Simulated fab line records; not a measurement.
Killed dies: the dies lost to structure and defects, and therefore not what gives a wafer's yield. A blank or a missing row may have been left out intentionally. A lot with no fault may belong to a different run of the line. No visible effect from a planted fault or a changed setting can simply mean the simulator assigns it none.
fab line records | flow rit-cmos
record: lots: 6 | wafers: 18 | last-day: 7
route steps=202 shown PSD@150 SDANNEAL@153 NSD@158 PLDD@159 NLDD@160 SILICIDE@161 M1@202
lots that met no fault: from a run of the same line without faults
start-h: the number of hours between the record's first day and the start of the first shown wafer of the lot | wait-h: hours since the lot's step before | " as in the row above | L1.1+2: one row covering several wafers at once | - no value, or no start was given | * or withheld: withheld | < > ~ a bound
route shown NAME@n: NAME is a module with steps in the file, n the number in the route of the first one | usual: average and standard deviation across the fault-free wafers | same: alike in all rows | chamber/n: place in a boat | sites: the reading at each site | _std_site: their standard deviation | _edge_site: mean of outer sites minus mean of inner sites | radius-mm: for every site, how far away it sits from the centre of the wafer | mask NAME#n: copy n | behind: tool/chamber where the wafer was last shaped | hold: the reason the lot was held/the length of the hold in hours/how it ended | device: the n, p or np transistor that did not switch | end of line: at the end of the route, the tests of the same wafers | a step with no rows: only its recipe | killed: not the wafer's yield, but the dies lost to structure and defects at the first sort | map: the dies of a wafer, with x for killed, . for not killed, _ for no die there
set.NAME: the setting the step ran with; set.NAME@STEP: the setting that earlier step ran with | model.NAME: the simulator's own value behind a step, which no gauge read
certain route steps with their lots: each step a table, each wafer a row
services: a tool's chamber out of use, with start hour (start-h, from the record's first day; less than 0 if before it), hours out, and reason
== steps ==
step: RIT_PSD_IMPLANT_08
recipe: species: BF2 | energy-kev: 27 | dose-cm2: 5e+15 | tilt-deg: 7
step: RIT_PSD_STRIP_09
recipe: chemistry: O2 | time-s: 180 | resist: NOVOLAK | platen-temp-c: withheld | power-w: 500 | pressure-mtorr: 4000 | o2-flow-sccm: 4000
usual: drypump-motor-current-A: 6.0/0.39 | o2-flow-sccm: 3999/12
lot.wafer | tool            | chamber | start-h | wait-h | drypump-motor-current-A | o2-flow-sccm | rf-hours-counter-h
L668.1    | plasma-asher-03 | 1       | 87.40   | 0.1    | 5.6                     | 3983         | 42
L668.2    | "               | 0       | "       | "      | 6.4                     | 3998         | 42
L668.6    | "               | 0       | "       | "      | 6.4                     | 3988         | -
L673.3    | plasma-asher-02 | 0       | 112.84  | 0.1    | 6.1                     | 4003         | -
L673.4    | "               | 1       | "       | "      | 6.4                     | 4007         | -
L673.5    | "               | 0       | "       | "      | 6.1                     | 4002         | -
L676.1    | plasma-asher-03 | 0       | 124.41  | 0.1    | 6.4                     | 4008         | 47
L676.2    | "               | 1       | "       | "      | 5.6                     | 4024         | 47
L676.5    | "               | 1       | "       | "      | 5.6                     | 4011         | -
L678.2    | plasma-asher-02 | 0       | 137.29  | 0.1    | 6.1                     | 4014         | 36
L678.5    | "               | 0       | "       | "      | 6.1                     | 3999         | -
L678.6    | "               | 1       | "       | "      | 6.4                     | 3985         | -
L683.1    | plasma-asher-02 | 1       | 164.34  | 0.1    | 6.4                     | 4007         | 39
L683.3    | "               | 0       | "       | "      | 6.1                     | 3988         | -
L683.5    | "               | 1       | "       | "      | 6.4                     | 3998         | -
L684.2    | plasma-asher-03 | 0       | 165.04  | 0.1    | 6.4                     | 4015         | 52
L684.3    | "               | 1       | "       | "      | 5.6                     | 3989         | -
L684.5    | "               | 0       | "       | "      | 6.5                     | 3989         | -
step: RIT_PSD_TW_MEAS_10
usual: PSD_TW: 3435/25
lot.wafer | tool          | chamber | start-h | wait-h | PSD_TW
L668.1    | film-metro-01 | -       | 87.58   | 0.1    | 3394
L668.2    | "             | -       | "       | "      | 3422
L668.6    | "             | -       | "       | "      | 3394
L673.3    | film-metro-01 | -       | 112.98  | 0.1    | 3422
L673.4    | "             | -       | "       | "      | 3425
L673.5    | "             | -       | "       | "      | 3428
L676.1    | film-metro-02 | -       | 124.58  | 0.1    | 3397
L676.2    | "             | -       | "       | "      | 3406
L676.5    | "             | -       | "       | "      | 3402
L678.2    | film-metro-01 | -       | 137.47  | 0.1    | 3388
L678.5    | "             | -       | "       | "      | 3422
L678.6    | "             | -       | "       | "      | 3403
L683.1    | film-metro-04 | -       | 164.52  | 0.1    | 3451
L683.3    | "             | -       | "       | "      | 3450
L683.5    | "             | -       | "       | "      | 3452
L684.2    | film-metro-04 | -       | 165.67  | 0.6    | 3434
L684.3    | "             | -       | "       | "      | 3460
L684.5    | "             | -       | "       | "      | 3461
step: RIT_SDANNEAL_CLEAN_00
recipe: chemistry: SC1 | mix: 3:3:50 | time-s: 600 | temp-c: 75
step: RIT_SDANNEAL_CLEAN_01
recipe: chemistry: dHF | dilution: 50:1 | time-s: 30
step: RIT_SDANNEAL_CLEAN_02
recipe: chemistry: SC2 | mix: 3:3:50 | time-s: 600 | temp-c: 75 | dry: n2-spin
step: RIT_SDANNEAL_RTA_03
recipe: temp-c: 1050 | time-s: 5 | idle-temp-c: 600 | ramp-up-c-per-s: 342 | ramp-down-c-per-s: 171 | cool-to-c: 600 | ambient: N2
usual: ramp-up-c-per-s: 342.00/0.057 | wafer_temp_C_max: 1053.6/1.1
lot.wafer | tool          | chamber | start-h | wait-h | ramp-up-c-per-s | wafer_temp_C_max
L668.1    | rtp-anneal-01 | 0       | 88.03   | 0.0    | 342.06          | 1054.5
L668.2    | "             | 0       | "       | "      | 341.96          | 1052.0
L668.6    | "             | 0       | "       | "      | 341.95          | 1053.5
L673.3    | rtp-anneal-02 | 0       | 113.58  | 0.0    | 341.98          | 1052.7
L673.4    | "             | 0       | "       | "      | 342.01          | 1052.8
L673.5    | "             | 0       | "       | "      | 342.01          | 1053.6
L676.1    | rtp-anneal-01 | 0       | 125.04  | 0.0    | 341.92          | 1052.2
L676.2    | "             | 0       | "       | "      | 341.92          | 1051.9
L676.5    | "             | 0       | "       | "      | 341.83          | 1054.2
L678.2    | rtp-anneal-01 | 0       | 137.93  | 0.0    | 342.03          | 1052.2
L678.5    | "             | 0       | "       | "      | 342.02          | 1054.7
L678.6    | "             | 0       | "       | "      | 341.97          | 1056.4
L683.1    | rtp-anneal-02 | 0       | 165.12  | 0.0    | 342.01          | 1053.0
L683.3    | "             | 0       | "       | "      | 342.05          | 1052.0
L683.5    | "             | 0       | "       | "      | 341.90          | 1054.9
L684.2    | rtp-anneal-01 | 0       | 166.28  | 0.0    | 342.07          | 1053.9
L684.3    | "             | 0       | "       | "      | 341.98          | 1052.0
L684.5    | "             | 0       | "       | "      | 342.06          | 1053.9
step: RIT_SDANNEAL_RS_MEAS_04
recipe: thk-meas-gauge: four-point-probe
usual: PSD_RS: 116.0/0.39
lot.wafer | tool          | chamber | start-h | wait-h | PSD_RS[ohm/sq]
L668.1    | film-metro-02 | -       | 88.09   | 0.0    | 116.5
L668.2    | "             | -       | "       | "      | 116.5
L668.6    | "             | -       | "       | "      | 115.6
L673.3    | film-metro-04 | -       | 113.66  | 0.1    | 115.6
L673.4    | "             | -       | "       | "      | 115.7
L673.5    | "             | -       | "       | "      | 115.1
L676.1    | film-metro-02 | -       | 125.10  | 0.0    | 115.9
L676.2    | "             | -       | "       | "      | 115.6
L676.5    | "             | -       | "       | "      | 115.7
L678.2    | film-metro-02 | -       | 138.00  | 0.1    | 115.9
L678.5    | "             | -       | "       | "      | 115.7
L678.6    | "             | -       | "       | "      | 116.1
L683.1    | film-metro-04 | -       | 165.18  | 0.0    | 116.3
L683.3    | "             | -       | "       | "      | 116.3
L683.5    | "             | -       | "       | "      | 116.4
L684.2    | film-metro-02 | -       | 166.40  | 0.1    | 115.9
L684.3    | "             | -       | "       | "      | 116.1
L684.5    | "             | -       | "       | "      | 116.3
step: RIT_SDANNEAL_RS_MEAS_05
recipe: thk-meas-gauge: four-point-probe
usual: NSD_RS: 84.52/0.28
lot.wafer | tool          | chamber | start-h | wait-h | NSD_RS[ohm/sq]
L668.1    | film-metro-02 | -       | 88.21   | 0.1    | 84.82
L668.2    | "             | -       | "       | "      | 84.47
L668.6    | "             | -       | "       | "      | 84.80
L673.3    | film-metro-04 | -       | 113.78  | 0.1    | 84.81
L673.4    | "             | -       | "       | "      | 84.41
L673.5    | "             | -       | "       | "      | 84.71
L676.1    | film-metro-02 | -       | 125.22  | 0.1    | 84.68
L676.2    | "             | -       | "       | "      | 85.00
L676.5    | "             | -       | "       | "      | 84.48
L678.2    | film-metro-02 | -       | 138.12  | 0.1    | 84.67
L678.5    | "             | -       | "       | "      | 84.79
L678.6    | "             | -       | "       | "      | 84.64
L683.1    | film-metro-04 | -       | 165.30  | 0.1    | 84.12
L683.3    | "             | -       | "       | "      | 83.92
L683.5    | "             | -       | "       | "      | 83.86
L684.2    | film-metro-02 | -       | 166.52  | 0.1    | 84.49
L684.3    | "             | -       | "       | "      | 84.70
L684.5    | "             | -       | "       | "      | 84.69
step: RIT_SDANNEAL_RS_MEAS_06
recipe: thk-meas-gauge: four-point-probe
usual: PLDD_RS: 178.8/0.53
lot.wafer | tool          | chamber | start-h | wait-h | PLDD_RS[ohm/sq]
L668.1    | film-metro-02 | -       | 88.33   | 0.1    | 179.2
L668.2    | "             | -       | "       | "      | 179.7
L668.6    | "             | -       | "       | "      | 179.0
L673.3    | film-metro-04 | -       | 113.90  | 0.1    | 178.0
L673.4    | "             | -       | "       | "      | 178.3
L673.5    | "             | -       | "       | "      | 178.3
L676.1    | film-metro-02 | -       | 125.34  | 0.1    | 178.2
L676.2    | "             | -       | "       | "      | 178.2
L676.5    | "             | -       | "       | "      | 178.2
L678.2    | film-metro-02 | -       | 138.24  | 0.1    | 178.7
L678.5    | "             | -       | "       | "      | 178.6
L678.6    | "             | -       | "       | "      | 178.5
L683.1    | film-metro-04 | -       | 165.42  | 0.1    | 179.0
L683.3    | "             | -       | "       | "      | 179.8
L683.5    | "             | -       | "       | "      | 179.7
L684.2    | film-metro-02 | -       | 166.64  | 0.1    | 179.1
L684.3    | "             | -       | "       | "      | 179.4
L684.5    | "             | -       | "       | "      | 178.8
step: RIT_SDANNEAL_RS_MEAS_07
recipe: thk-meas-gauge: four-point-probe
usual: NLDD_RS: 151.7/0.54
lot.wafer | tool          | chamber | start-h | wait-h | NLDD_RS[ohm/sq]
L668.1    | film-metro-02 | -       | 88.45   | 0.1    | 152.1
L668.2    | "             | -       | "       | "      | 152.3
L668.6    | "             | -       | "       | "      | 152.2
L673.3    | film-metro-04 | -       | 114.02  | 0.1    | 151.6
L673.4    | "             | -       | "       | "      | 152.0
L673.5    | "             | -       | "       | "      | 151.3
L676.1    | film-metro-02 | -       | 125.46  | 0.1    | 151.2
L676.2    | "             | -       | "       | "      | 151.3
L676.5    | "             | -       | "       | "      | 150.9
L678.2    | film-metro-02 | -       | 138.36  | 0.1    | 150.2
L678.5    | "             | -       | "       | "      | 150.6
L678.6    | "             | -       | "       | "      | 150.5
L683.1    | film-metro-04 | -       | 165.54  | 0.1    | 150.7
L683.3    | "             | -       | "       | "      | 151.0
L683.5    | "             | -       | "       | "      | 151.7
L684.2    | film-metro-02 | -       | 166.76  | 0.1    | 152.4
L684.3    | "             | -       | "       | "      | 151.7
L684.5    | "             | -       | "       | "      | 152.3
step: RIT_SILICIDE_WET_ETCH_00
recipe: chemistry: BOE | target: SiO2 | target-depth-nm: 14 | time-s: 15 | dry: n2-spin | dilution: 10:1 | temp-c: 21.5
step: RIT_SILICIDE_SPUTTER_01
recipe: material: Ti | target-thk-nm: 30 | power-w: 350 | chamber-pressure-pa: 0.667 | gas: Ar | time-s: 240 | substrate-temp-c: 25
usual: cathode-dc-power-W: 349.99/0.063 | throttle-valve-pct: 29.3/1.3
lot.wafer | tool           | chamber | start-h | wait-h | cathode-dc-power-W | throttle-valve-pct
L668.1    | pvd-sputter-01 | -       | 88.58   | 0.0    | 349.94             | 28.5
L668.2    | "              | -       | "       | "      | 349.91             | 27.3
L668.6    | "              | -       | "       | "      | 349.98             | 28.6
L673.3    | pvd-sputter-04 | -       | 114.11  | 0.0    | 349.98             | 30.3
L673.4    | "              | -       | "       | "      | 349.97             | 30.0
L673.5    | "              | -       | "       | "      | 350.05             | 30.4
L676.1    | pvd-sputter-04 | -       | 125.60  | 0.0    | 349.94             | 30.0
L676.2    | "              | -       | "       | "      | 349.93             | 29.7
L676.5    | "              | -       | "       | "      | 349.97             | 29.3
L678.2    | pvd-sputter-04 | -       | 138.48  | 0.0    | 350.00             | 31.1
L678.5    | "              | -       | "       | "      | 350.00             | 29.5
L678.6    | "              | -       | "       | "      | 350.09             | 31.3
L683.1    | pvd-sputter-01 | -       | 165.67  | 0.0    | 349.96             | 28.4
L683.3    | "              | -       | "       | "      | 350.10             | 27.6
L683.5    | "              | -       | "       | "      | 349.97             | 27.2
L684.2    | pvd-sputter-02 | -       | 166.87  | 0.0    | 350.00             | 31.6
L684.3    | "              | -       | "       | "      | 349.90             | 31.1
L684.5    | "              | -       | "       | "      | 349.88             | 31.4
step: RIT_SILICIDE_RS_MEAS_02
recipe: thk-meas-gauge: four-point-probe | reads: Ti_of_SILICIDE_SPUTTER_01
usual: SILICIDE_TI_RS: 47.7/0.82
lot.wafer | tool          | chamber | start-h | wait-h | SILICIDE_TI_RS[ohm/sq]
L668.1    | film-metro-03 | -       | 88.73   | 0.1    | 48.0
L668.2    | "             | -       | "       | "      | 47.4
L668.6    | "             | -       | "       | "      | 48.2
L673.3    | film-metro-01 | -       | 114.30  | 0.1    | 47.2
L673.4    | "             | -       | "       | "      | 49.0
L673.5    | "             | -       | "       | "      | 47.5
L676.1    | film-metro-03 | -       | 125.75  | 0.1    | 56.8
L676.2    | "             | -       | "       | "      | 56.0
L676.5    | "             | -       | "       | "      | 55.9
L678.2    | film-metro-02 | -       | 138.65  | 0.1    | 57.8
L678.5    | "             | -       | "       | "      | 58.4
L678.6    | "             | -       | "       | "      | 57.2
L683.1    | film-metro-01 | -       | 165.82  | 0.1    | 48.2
L683.3    | "             | -       | "       | "      | 47.4
L683.5    | "             | -       | "       | "      | 48.0
L684.2    | film-metro-01 | -       | 167.04  | 0.1    | 47.5
L684.3    | "             | -       | "       | "      | 47.0
L684.5    | "             | -       | "       | "      | 47.3
step: RIT_SILICIDE_THK_MEAS_03
recipe: thk-meas-gauge: xrf | reads: Ti_of_SILICIDE_SPUTTER_01
usual: SILICIDE_TI_THK: 30.3/0.42
lot.wafer | tool          | chamber | start-h | wait-h | SILICIDE_TI_THK[nm]
L668.1    | film-metro-03 | -       | 88.85   | 0.1    | 30.1
L668.2    | "             | -       | "       | "      | 30.4
L668.6    | "             | -       | "       | "      | 30.1
L673.3    | film-metro-01 | -       | 114.40  | 0.1    | 30.7
L673.4    | "             | -       | "       | "      | 29.9
L673.5    | "             | -       | "       | "      | 30.6
L676.1    | film-metro-03 | -       | 125.87  | 0.1    | 26.8
L676.2    | "             | -       | "       | "      | 27.2
L676.5    | "             | -       | "       | "      | 27.2
L678.2    | film-metro-02 | -       | 138.76  | 0.1    | 26.6
L678.5    | "             | -       | "       | "      | 26.3
L678.6    | "             | -       | "       | "      | 26.8
L683.1    | film-metro-01 | -       | 165.94  | 0.1    | 30.1
L683.3    | "             | -       | "       | "      | 30.5
L683.5    | "             | -       | "       | "      | 30.3
L684.2    | film-metro-01 | -       | 167.15  | 0.1    | 30.6
L684.3    | "             | -       | "       | "      | 30.7
L684.5    | "             | -       | "       | "      | 30.7
step: RIT_SILICIDE_RTA_04
recipe: temp-c: 650 | time-s: 10 | idle-temp-c: 25 | ramp-up-s: 5 | ramp-down-s: 5 | cool-to-c: 25 | ambient: N2
usual: wafer_temp_C_max: 653.6/1.2
lot.wafer | tool          | chamber | start-h | wait-h | wafer_temp_C_max
L668.1    | rtp-anneal-02 | 0       | 88.91   | 0.1    | 653.0
L668.2    | "             | 0       | "       | "      | 654.4
L668.6    | "             | 0       | "       | "      | 653.4
L673.3    | rtp-anneal-01 | 0       | 114.46  | 0.1    | 653.5
L673.4    | "             | 0       | "       | "      | 652.8
L673.5    | "             | 0       | "       | "      | 652.9
L676.1    | rtp-anneal-02 | 0       | 125.93  | 0.1    | 654.0
L676.2    | "             | 0       | "       | "      | 654.4
L676.5    | "             | 0       | "       | "      | 653.6
L678.2    | rtp-anneal-02 | 0       | 138.82  | 0.1    | 654.8
L678.5    | "             | 0       | "       | "      | 654.6
L678.6    | "             | 0       | "       | "      | 654.8
L683.1    | rtp-anneal-01 | 0       | 166.00  | 0.1    | 652.6
L683.3    | "             | 0       | "       | "      | 652.1
L683.5    | "             | 0       | "       | "      | 652.4
L684.2    | rtp-anneal-02 | 0       | 167.22  | 0.1    | 655.4
L684.3    | "             | 0       | "       | "      | 653.8
L684.5    | "             | 0       | "       | "      | 655.9
step: RIT_M1_PROBE_99
usual: killed-at-contacts: 0.1/0.25 | killed-at-front-end: 8/3.3 | killed-dies: 8/3.3 | killed-open: 3.9/2.1 | killed-short: 3.8/2.2
same: gross-dies: 264 | killed_at_M0_to_M3: 0 | killed_at_M4_up: 0 | killed-at-back-side: 0 | killed-at-other: 0
lot.wafer | tool      | chamber | start-h | wait-h | killed-at-contacts | killed-at-front-end | killed-dies | killed-open | killed-short | model.etest.pmos_0p15.r-on-ohm-um | model.etest.pmos-turned.r-on-ohm-um | model.etest.nmos_0p15.r-on-ohm-um | model.etest.nmos_0p15.drive-ua-um | model.etest.pmos_0p15.drive-ua-um | model.etest.nmos-turned.drive-ua-um | model.etest.npoly-line.line-ohm-um | model.etest.ppoly-line.line-ohm-um
L668.1    | prober-01 | -       | 95.94   | 0.1    | 0                  | 6                   | 6           | 3           | 3            | 2732                              | 3370                                | 1095                              | 465.5                             | 256.6                             | 337.4                               | 167.7                              | 160.5
L668.2    | prober-01 | -       | 95.99   | 0.1    | 0                  | 10                  | 10          | 3           | 7            | 2729                              | 3410                                | 1084                              | 466.9                             | 252                               | 331.5                               | 165.8                              | 160.4
L668.6    | prober-01 | -       | 96.19   | 0.2    | 0                  | 3                   | 3           | 2           | 1            | 2683                              | 3332                                | 1077                              | 473.4                             | 261                               | 335.7                               | 171.8                              | 163.9
L673.3    | prober-02 | -       | 121.59  | 0.2    | 0                  | 9                   | 9           | 5           | 4            | 2649                              | 3256                                | 1076                              | 496                               | 270.2                             | 350                                 | 166.7                              | 160.9
L673.4    | prober-02 | -       | 121.64  | 0.2    | 1                  | 14                  | 15          | 9           | 6            | 2627                              | 3259                                | 1068                              | 499.6                             | 271.8                             | 355.1                               | 172                                | 164.5
L673.5    | prober-02 | -       | 121.69  | 0.2    | 0                  | 12                  | 12          | 7           | 5            | 2712                              | 3326                                | 1089                              | 478.4                             | 260.2                             | 347.3                               | 164                                | 158.5
L676.1    | prober-01 | -       | 132.64  | 0.1    | 0                  | 5                   | 5           | 3           | 2            | 2299                              | 2954                                | 1009                              | 545.2                             | 313.7                             | 354.7                               | 202.1                              | 196.2
L676.2    | prober-01 | -       | 132.69  | 0.1    | 0                  | 8                   | 8           | 2           | 6            | 2366                              | 2988                                | 1074                              | 530.4                             | 305.6                             | 354.7                               | 195.4                              | 193.8
L676.5    | prober-01 | -       | 132.84  | 0.2    | 0                  | 8                   | 8           | 3           | 5            | 2361                              | 2998                                | 1023                              | 530.4                             | 305.9                             | 348.2                               | 199.5                              | 188.9
L678.2    | prober-01 | -       | 146.01  | 0.1    | 0                  | 9                   | 9           | 3           | 6            | 2831                              | 3515                                | 1117                              | 450.3                             | 244.8                             | 321.9                               | 165.8                              | 158.9
L678.5    | prober-01 | -       | 146.16  | 0.2    | 0                  | 6                   | 6           | 4           | 2            | 2763                              | 3404                                | 1111                              | 467.5                             | 253.8                             | 328.5                               | 171                                | 163.7
L678.6    | prober-01 | -       | 146.21  | 0.2    | 0                  | 8                   | 8           | 2           | 6            | 2804                              | 3476                                | 1119                              | 457.1                             | 248.6                             | 326.1                               | 167.8                              | 162.2
L683.1    | prober-02 | -       | 173.74  | 0.1    | 0                  | 8                   | 8           | 3           | 4            | 2808                              | 3425                                | 1178                              | 434.9                             | 246.2                             | 303                                 | 164.1                              | 157.4
L683.3    | prober-02 | -       | 173.84  | 0.2    | 0                  | 6                   | 6           | 3           | 3            | 2697                              | 3336                                | 1162                              | 452.3                             | 261.5                             | 314.4                               | 164.2                              | 157.9
L683.5    | prober-02 | -       | 173.94  | 0.2    | 0                  | 6                   | 6           | 3           | 3            | 2750                              | 3403                                | 1166                              | 441.7                             | 249.4                             | 304                                 | 165.5                              | 156.7
L684.2    | prober-01 | -       | 175.29  | 0.1    | 0                  | 6                   | 6           | 2           | 4            | 2669                              | 3328                                | 1076                              | 490.4                             | 266.4                             | 341.6                               | 171.1                              | 163.9
L684.3    | prober-01 | -       | 175.34  | 0.2    | 1                  | 5                   | 6           | 5           | 1            | 2756                              | 3462                                | 1118                              | 470.1                             | 255.9                             | 327.1                               | 168.9                              | 163
L684.5    | prober-01 | -       | 175.44  | 0.2    | 0                  | 9                   | 9           | 6           | 3            | 2818                              | 3474                                | 1177                              | 473                               | 256.6                             | 327.5                               | 169.5                              | 164.8
killed by level:class
L668.1 GATE:geometric-particle:short=3 GATE:geometric-particle:open=3
L668.2 GATE:geometric-particle:short=4 GATE:geometric-particle:open=3 FOX1:geometric-particle:short=1 REOX:geometric-particle:short=1 SPACER:geometric-particle:short=1
L668.6 FOX1:geometric-particle:open=1 REOX:geometric-particle:open=1 SPACER:geometric-particle:short=1
L673.3 GATE:geometric-particle:short=3 GATE:geometric-particle:open=2 SILICIDE:geometric-particle:open=2 FOX1:geometric-particle:open=1 SILICIDE:geometric-particle:short=1
L673.4 GATE:geometric-particle:short=4 FOX2:geometric-particle:open=2 GATE:geometric-particle:open=2 FOX1:geometric-particle:open=1 FOX2:geometric-particle:short=1 REOX:geometric-particle:open=1 SPACER:geometric-particle:open=1 SPACER:geometric-particle:short=1
L673.5 GATE:geometric-particle:open=5 FOX1:geometric-particle:short=2 GATE:geometric-particle:short=2 FOX2:geometric-particle:open=1 REOX:geometric-particle:short=1 REOX:geometric-particle:open=1
L676.1 GATE:geometric-particle:short=2 GATE:geometric-particle:open=1 SPACER:geometric-particle:open=1 SILICIDE:geometric-particle:open=1
L676.2 GATE:geometric-particle:short=2 SPACER:geometric-particle:short=2 FOX1:geometric-particle:short=1 GATE:geometric-particle:open=1 REOX:geometric-particle:short=1 SILICIDE:geometric-particle:open=1
L676.5 FOX1:geometric-particle:short=2 GATE:geometric-particle:open=2 FOX2:geometric-particle:short=1 GATE:geometric-particle:short=1 SILICIDE:geometric-particle:short=1 SILICIDE:geometric-particle:open=1
L678.2 FOX1:geometric-particle:short=2 GATE:geometric-particle:open=2 GATE:geometric-particle:short=2 SILICIDE:geometric-particle:short=2 SILICIDE:geometric-particle:open=1
L678.5 GATE:geometric-particle:open=2 GATE:geometric-particle:short=2 FOX2:geometric-particle:open=1 SPACER:geometric-particle:open=1
L678.6 GATE:geometric-particle:short=2 REOX:geometric-particle:short=2 SPACER:geometric-particle:short=2 GATE:geometric-particle:open=1 SPACER:geometric-particle:open=1
L683.1 GATE:geometric-particle:short=3 FOX2:geometric-particle:short=1 FOX2:geometric-particle:open=1 GATE:geometric-particle:open=1 SILICIDE:geometric-particle:open=1 PWELL:coat-microbubble-printed=1
L683.3 GATE:geometric-particle:open=2 FOX1:geometric-particle:short=1 GATE:geometric-particle:short=1 REOX:geometric-particle:short=1 SPACER:geometric-particle:open=1
L683.5 GATE:geometric-particle:short=2 FOX1:geometric-particle:open=1 GATE:geometric-particle:open=1 REOX:geometric-particle:short=1 SILICIDE:geometric-particle:open=1
L684.2 FOX1:geometric-particle:open=2 GATE:geometric-particle:short=2 REOX:geometric-particle:short=1 SILICIDE:geometric-particle:short=1
L684.3 GATE:geometric-particle:open=2 ACTIVE:geometric-particle:short=1 FOX1:geometric-particle:open=1 REOX:geometric-particle:open=1 CONTACT:geometric-particle:open=1
L684.5 SILICIDE:geometric-particle:open=4 GATE:geometric-particle:short=2 FOX2:geometric-particle:short=1 GATE:geometric-particle:open=1 REOX:geometric-particle:open=1
== services ==
tool            | chamber | start-h | hours | kind
pvd-sputter-01  | -       | 83.83   | 0.6   | repair
plasma-asher-03 | -       | 99.70   | 4.1   | repair
pvd-sputter-01  | -       | 132.38  | 3.9   | repair
== key ==
first-sign: step: RIT_SILICIDE_RS_MEAS_02 | reading: SILICIDE_TI_RS | direction: up | sigmas: 11 | usual: 47.7 | struck: 57.0
effect: step: RIT_SILICIDE_THK_MEAS_03 | reading: SILICIDE_TI_THK | direction: down | sigmas: 8.3 | usual: 30.3 | struck: 26.8
model-effect: step: RIT_M1_PROBE_99 | value: etest.pmos_0p15.r-on-ohm-um | without: 2764 | struck: 2571
met-at RIT_SILICIDE_SPUTTER_01
struck-wafers L676.1,L676.2,L676.5,L678.2,L678.5,L678.6
tester-left-out L676,L678
onset-between 114.11 125.60
fault: kind: site-profile-drift | tool: pvd-sputter-04 | chamber: - | onset-h: 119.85 | steps: RIT_SILICIDE_SPUTTER_01 | basis: fraction | max-abs-drift: 0.23393 | slope-share-per-hr: 116.96 | site-pattern: 0,0,0,0,0,-1,-1,-1,-1
tester-left-out: of these lots the tester's yield and bins aren't shown, on N5 and GAA mostly nor the transistor test; their killed dies are dies lost to structure and defects alone, not to doping, threshold or leakage, so they don't give the yield
